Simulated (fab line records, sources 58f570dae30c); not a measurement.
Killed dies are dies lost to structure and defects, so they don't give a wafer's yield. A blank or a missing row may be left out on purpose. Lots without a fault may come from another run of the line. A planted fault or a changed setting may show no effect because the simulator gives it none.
Problem report in the 8D (eight disciplines) form, filled by code | flow berkeley_cmos170 | the parts of the form that need people (team, actions taken, sign-off) are left out

1. THE PROBLEM
platen_rpm at UCB170_V1_CMP_02 reads a mean of 54.00 rpm on 6 wafers of 2 lots; wafers without a fault read 60.00 rpm with a standard deviation of 0.045. That is -99 or more standard deviations from the usual mean.
The step: polishes SiO2.
First seen on wafer L361.4, day 9 10:17, on cmp-02. The record holds 42 wafers of 14 lots with a number at this step. Rule for "out", or "out of limits": more than 4 standard deviations from the usual mean. The other wafers with a number count as sound.

2. WHAT IT IS AND WHAT IT IS NOT
question                    | is                     | is not
which readings at this step | platen_rpm             | retaining_ring_pressure_frac
which lots                  | L360, L361             | L350, L352, L353, L354, L355, L356, L357, L358, L359, L363, L369, L370
which wafers of those lots  | all that have a number | -
read on which tools         | cmp-02                 | cmp-01
when                        | from day 9 10:17       | up to then (30 sound wafers); but 6 sound wafers of L369, L370 came after

3. SUSPECTS, AND WHAT RULES EACH OUT
Counting: a tool at a process step up to the reading stays a suspect if it ran every lot that is out and no sound lot after the first of them.
- cmp-02 at UCB170_V1_CMP_02 (polishes SiO2): kept. It ran every lot that is out, first L361 (day 9 10:17), and no sound lot after that; its last sound lot up to then is L358 (day 9 02:55). Its own readings are out on those wafers: platen_rpm.
Left after counting: cmp-02 at UCB170_V1_CMP_02.

4. THE CAUSE (what the simulator had put in)
Process parameter drift: cmp-02, from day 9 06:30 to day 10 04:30, at UCB170_V1_CMP_02. Setting platen_rpm, moved by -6, from 60. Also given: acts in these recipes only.
Counting left only this tool.

5. THE CHAIN OF EFFECTS, in route order
Each row: a reading whose mean over the struck wafers that have a number lies more than 3 standard deviations from the usual. Only readings for which the record gives a usual standard deviation are gone through. hours: the time from each lot's start at the first step in this table that gives one to its start at this step, as a median over the lots. sigmas: the change in usual standard deviations.
hours | step             | reading    | usual     | on struck wafers | change | sigmas
0     | UCB170_V1_CMP_02 | platen_rpm | 60.00 rpm | 54.00            | -6.00  | -99 or more
The process steps in it:
- UCB170_V1_CMP_02: polishes SiO2.

6. WHAT WOULD HAVE CAUGHT IT SOONER
In this record the first reading out of limits was taken at day 9 10:17, 4 hours after the fault began at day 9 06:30.
